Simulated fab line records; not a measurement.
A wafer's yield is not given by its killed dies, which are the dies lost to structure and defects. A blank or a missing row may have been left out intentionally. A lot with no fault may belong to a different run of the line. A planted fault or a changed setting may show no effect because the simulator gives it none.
A struck lot beside a sound one | flow rit cmos | 16 steps out of a route of 202
Sound: wafers L741.1, L741.2, L741.5. Struck: wafers L746.1, L746.3, L746.5. The cause is given at the end.
For every step that has rows: the tool of each side, followed by ch and its chambers, followed by its first start. Under that, the readings that differ: sound wafers | struck wafers | difference of the means | sigmas: that difference in standard deviations of wafers without a fault.
alike: readings with means less than 2 such deviations apart, plus words and numbers identical on both sides. not compared: withheld readings, readings lacking a value on some wafer, bounds such as >300 that could conceal the same value, and numbers that have no deviation in the record and whose values overlap.
Wherever a step has rows on one side only, a row that says differs or no value, or a row with sigmas, the two part there. When numbers do not overlap yet have no deviation, they are printed without sigmas and do not part them. A reading missing from all wafers of one side parts the sides only when that side holds two or more wafers.

first, 4 steps without rows for these wafers: RIT_ACTIVE_SOFTBAKE_07 (time 60 s); RIT_ACTIVE_EXPOSE_08 (exposes mask M1, target cd 1400 nm); RIT_ACTIVE_PEB_09; RIT_ACTIVE_DEVELOP_10 (develop time 50 s).
RIT_ACTIVE_CD_MEAS_11 targets a cd of 1400 nm.
  struck on cd sem-02, day 4 03:46; sound on cd sem-01, day 3 01:26
  alike: cd nm
then, 1 step without rows for these wafers: RIT_ACTIVE_HARDBAKE_12 (time 60 s).
RIT_ACTIVE_ETCH_13: etches Si3N4 in SF6, stops on SiO2, time 210 s, target depth 210 nm.
  sound on rie diel-03 ch 0,2, day 3 01:43; struck on rie diel-04 ch 0,3, day 4 04:02
  alike: drypump motor current A, oes product au, throttle valve pct
  not compared: rf hours counter h
RIT_ACTIVE_STRIP_14: strips in O2, time 180 s.
  sound on plasma asher-04 ch 0,1, day 3 01:50; struck on plasma asher-02 ch 0,1, day 4 04:10
  alike: drypump motor current A
  not compared: rf hours counter h
RIT_ACTIVE_CD_MEAS_90 targets a cd of 1400 nm.
  struck on cd sem-02, day 4 04:20; sound on cd sem-01, day 3 02:01
  alike: cd nm
then, 3 steps without rows for these wafers: RIT_ACTIVE_CLEAN_15 (cleans in SC1, time 600 s); RIT_ACTIVE_CLEAN_16 (cleans in dHF, time 30 s); RIT_ACTIVE_CLEAN_17 (cleans in SC2, time 600 s).
RIT_FOX1_OXIDATION_00: target thk 350.7 nm, ox time 1130 s.
  sound on furnace-04 ch 0, day 3 04:31; struck on furnace-04 ch 0, day 4 04:50
  reading                                     | sound                | struck               | difference | sigmas
  spike tc centre C (C)                       | 1101.7 1102.2 1103.0 | 1078.8 1078.6 1080.0 | -23.2      | -17
  spike tc load C (C)                         | 1131.7 1132.3 1129.9 | 1107.8 1107.4 1107.7 | -23.7      | -8
  spike tc source C (C)                       | 1122.2 1125.0 1125.4 | 1097.9 1099.1 1097.6 | -26.0      | -26
  tube center temp C (C)                      | 1100 1099.9 1100.1   | 1075.2 1074.9 1075.1 | -24.9      | -99 or more
  tube_center_temp_C_max                      | 1102.8 1102.3 1102.5 | 1077.4 1078.1 1078.1 | -24.7      | -52
  model.SiO2_of_FOX1_OXIDATION_00.thk nm (nm) | 354.4 352 357        | 317.2 316.1 318.3    | -37.3      |
RIT_FOX1_THK_MEAS_01:
  struck on film metro-02, day 4 06:09; sound on film metro-02, day 3 05:49
  reading             | sound       | struck      | difference | sigmas
  FOX1_OXIDE_THK (nm) | 354 352 357 | 317 316 318 | -37        | -5
then, 1 step without rows for these wafers: RIT_FOX1_WET_ETCH_02 (etches SiO2 in BOE, target depth 350 nm, time 390 s).
RIT_M1_PROBE_99:
  struck on prober-02, day 6 02:36; sound on prober-01, day 5 02:40
  reading                        | sound          | struck         | difference | sigmas
  model.etest.pldd.width nm (nm) | 3172 3184 3174 | 3212 3194 3216 | +31        |
  alike: killed at front end, killed dies, killed open, killed short
  not compared: model.etest.nplus sal.width nm, model.etest.pplus sal.width nm, model.etest.nldd.width nm

WHERE THEY PART
Last at RIT_FOX1_THK_MEAS_01 as far as this record goes, first at RIT_FOX1_OXIDATION_00. Later steps at which nothing parts them and some readings are alike: RIT_M1_PROBE_99.

WHY: the cause the simulator had injected
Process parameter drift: furnace-04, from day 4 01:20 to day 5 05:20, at RIT_FOX1_OXIDATION_00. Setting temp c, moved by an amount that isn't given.
